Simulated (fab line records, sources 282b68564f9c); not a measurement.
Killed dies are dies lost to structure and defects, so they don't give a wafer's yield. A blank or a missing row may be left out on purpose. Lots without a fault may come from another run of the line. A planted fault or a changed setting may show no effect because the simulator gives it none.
A struck lot beside a sound one | flow rit_cmos | 43 steps out of a route of 202
Sound: wafers L847.2, L847.4, L847.5. Struck: wafers L859.3, L859.5, L859.6. The cause comes at the end.
At each step with rows: each side's tool, then ch and its chambers, then its first start. Under that, the readings that differ: sound wafers | struck wafers | difference of the means | sigmas: that difference in standard deviations of wafers without a fault.
alike: readings whose means differ by less than 2 such deviations, and words and numbers that are the same on both sides. not compared: withheld readings, readings that some wafer has no value for, bounds like >300 that may hide the same value, and numbers for which the record gives no deviation and whose values overlap.
The two part at a step that has a row with sigmas, a row that says differs or no value, or rows on one side only. Numbers that don't overlap but have no deviation are shown without sigmas and don't part them. A reading that every wafer of one side lacks parts them only if that side has two wafers or more.

RIT_NSD_TW_MEAS_10:
  sound on film_metro-03, day 4 03:26; struck on film_metro-02, day 6 10:01
  alike: NSD_TW
then, 6 steps without rows for these wafers: RIT_PSD_HMDS_00 (prime time 60 s); RIT_PSD_COAT_01 (resist thk 1000 nm); RIT_PSD_SOFTBAKE_02 (time 60 s); RIT_PSD_EXPOSE_03 (exposes mask M10, target cd 40900 nm); RIT_PSD_PEB_04; RIT_PSD_DEVELOP_05 (develop time 50 s).
RIT_PSD_OVL_MEAS_06:
  sound on overlay-01, day 4 04:37; struck on overlay-02, day 6 10:55
  alike: PSD_OVL
then, 2 steps without rows for these wafers: RIT_PSD_HARDBAKE_07 (time 60 s); RIT_PSD_IMPLANT_08.
RIT_PSD_STRIP_09: strips in O2, time 180 s.
  sound on plasma_asher-03 ch 0,1, day 4 04:56; struck on plasma_asher-02 ch 0,1, day 6 11:17
  alike: drypump_motor_current_A
  not compared: rf_hours_counter_h
RIT_PSD_TW_MEAS_10:
  sound on film_metro-01, day 4 05:08; struck on film_metro-02, day 6 11:26
  alike: PSD_TW
RIT_SDANNEAL_CLEAN_00: cleans in SC1, time 600 s.
  sound on wet_bench-02 ch 0, day 4 05:11; struck on wet_bench-02 ch 1, day 6 11:28
then, 3 steps without rows for these wafers: RIT_SDANNEAL_CLEAN_01 (cleans in dHF, time 30 s); RIT_SDANNEAL_CLEAN_02 (cleans in SC2, time 600 s); RIT_SDANNEAL_RTA_03 (time 5 s).
RIT_SDANNEAL_RS_MEAS_04: measures by four-point-probe.
  sound on film_metro-01, day 4 06:10; struck on film_metro-03, day 6 11:58
  reading         | sound             | struck            | difference | sigmas
  PSD_RS (ohm/sq) | 116.4 116.2 116.2 | 115.6 115.2 115.3 | -0.9       | -2
RIT_SDANNEAL_RS_MEAS_05: measures by four-point-probe.
  sound on film_metro-01, day 4 06:17; struck on film_metro-03, day 6 12:05
  reading         | sound          | struck         | difference | sigmas
  NSD_RS (ohm/sq) | 84.9 84.6 84.6 | 83.8 84.2 84.1 | -0.7       | -2
RIT_SDANNEAL_RS_MEAS_06: measures by four-point-probe.
  sound on film_metro-01, day 4 06:24; struck on film_metro-03, day 6 12:12
  alike: PLDD_RS
RIT_SDANNEAL_RS_MEAS_07: measures by four-point-probe.
  sound on film_metro-01, day 4 06:31; struck on film_metro-03, day 6 12:19
  alike: NLDD_RS
then, 1 step without rows for these wafers: RIT_SILICIDE_WET_ETCH_00 (etches SiO2 in BOE, target depth 14 nm, time 15 s).
RIT_SILICIDE_SPUTTER_01: material Ti, target thk 30 nm, time 240 s.
  sound on pvd_sputter-01, day 4 06:38; struck on pvd_sputter-01, day 6 12:25
  alike: throttle_valve_pct
RIT_SILICIDE_RS_MEAS_02: measures by four-point-probe.
  sound on film_metro-04, day 4 06:48; struck on film_metro-02, day 6 12:37
  alike: SILICIDE_TI_RS
RIT_SILICIDE_THK_MEAS_03: measures by xrf.
  sound on film_metro-04, day 4 06:55; struck on film_metro-02, day 6 12:43
  alike: SILICIDE_TI_THK
RIT_SILICIDE_RTA_04: time 10 s, ramp up 5 s, ramp down 5 s.
  sound on rtp_anneal-02 ch 0, day 4 06:58; struck on rtp_anneal-02 ch 0, day 6 12:46
  alike: wafer_temp_C_max
then, 1 step without rows for these wafers: RIT_SILICIDE_WET_ETCH_05 (etches Ti in SPM, time 120 s).
RIT_SILICIDE_RTA_06: time 10.37 s, ramp up 5 s, ramp down 10 s.
  sound on rtp_anneal-01 ch 0, day 4 07:05; struck on rtp_anneal-01 ch 0, day 6 12:53
  alike: wafer_temp_C_max
then, 1 step without rows for these wafers: RIT_CONTACT_CVD_00 (deposits SiO2 from TEOS, target thk 400 nm, time 61 s).
RIT_CONTACT_THK_MEAS_01:
  sound on film_metro-03, day 4 07:14; struck on film_metro-03, day 6 13:00
  alike: CONTACT_TEOS_THK
then, 6 steps without rows for these wafers: RIT_CONTACT_HMDS_02 (prime time 60 s); RIT_CONTACT_COAT_03 (resist thk 1000 nm); RIT_CONTACT_SOFTBAKE_04 (time 60 s); RIT_CONTACT_EXPOSE_05 (exposes mask M11, target cd 1000 nm); RIT_CONTACT_PEB_06; RIT_CONTACT_DEVELOP_07 (develop time 120 s).
RIT_CONTACT_CD_MEAS_08: target cd 1000 nm.
  sound on cd_sem-02, day 4 08:16; struck on cd_sem-01, day 6 14:10
  alike: cd_nm
RIT_CONTACT_OVL_MEAS_09:
  sound on overlay-02, day 4 08:22; struck on overlay-02, day 6 14:16
  alike: CONTACT_OVL
then, 1 step without rows for these wafers: RIT_CONTACT_HARDBAKE_10 (time 60 s).
RIT_CONTACT_ETCH_11: etches SiO2 in CHF3/CF4/Ar, stops on TiSi2, target depth 480 nm, time 320 s.
  sound on rie_diel-02 ch 0,1, day 4 08:34; struck on rie_diel-01 ch 0,3, day 6 14:26
  alike: drypump_motor_current_A, oes_product_au, throttle_valve_pct
  not compared: rf_hours_counter_h
then, 1 step without rows for these wafers: RIT_CONTACT_STRIP_12 (strips in O2, time 180 s).
RIT_CONTACT_CD_MEAS_90: target cd 1000 nm.
  sound on cd_sem-01, day 4 08:58; struck on cd_sem-02, day 6 14:50
  alike: cd_nm
then, 1 step without rows for these wafers: RIT_CONTACT_CLEAN_13 (cleans in SC1, time 600 s).
RIT_M1_PROBE_99:
  sound on prober-02, day 4 13:36; struck on prober-01, day 6 19:32
  reading             | sound | struck                                                                     | difference                   | sigmas
  hold                | - - - | await_dispo/1.7h/release await_dispo/1.7h/release await_dispo/1.7h/release | no value on the sound wafers |
  killed_at_front_end | 7 5 6 | 27 27 33                                                                   | +23                          | +8
  killed_dies         | 7 5 6 | 27 27 33                                                                   | +23                          | +8
  killed_on_rim       | 1 1 1 | 9 8 9                                                                      | +8                           | +6
  alike: killed_at_contacts, killed_open, killed_short

WHERE THEY PART
First at RIT_SDANNEAL_RS_MEAS_04; last, within this record, at RIT_M1_PROBE_99.

WHY: what the simulator had put in
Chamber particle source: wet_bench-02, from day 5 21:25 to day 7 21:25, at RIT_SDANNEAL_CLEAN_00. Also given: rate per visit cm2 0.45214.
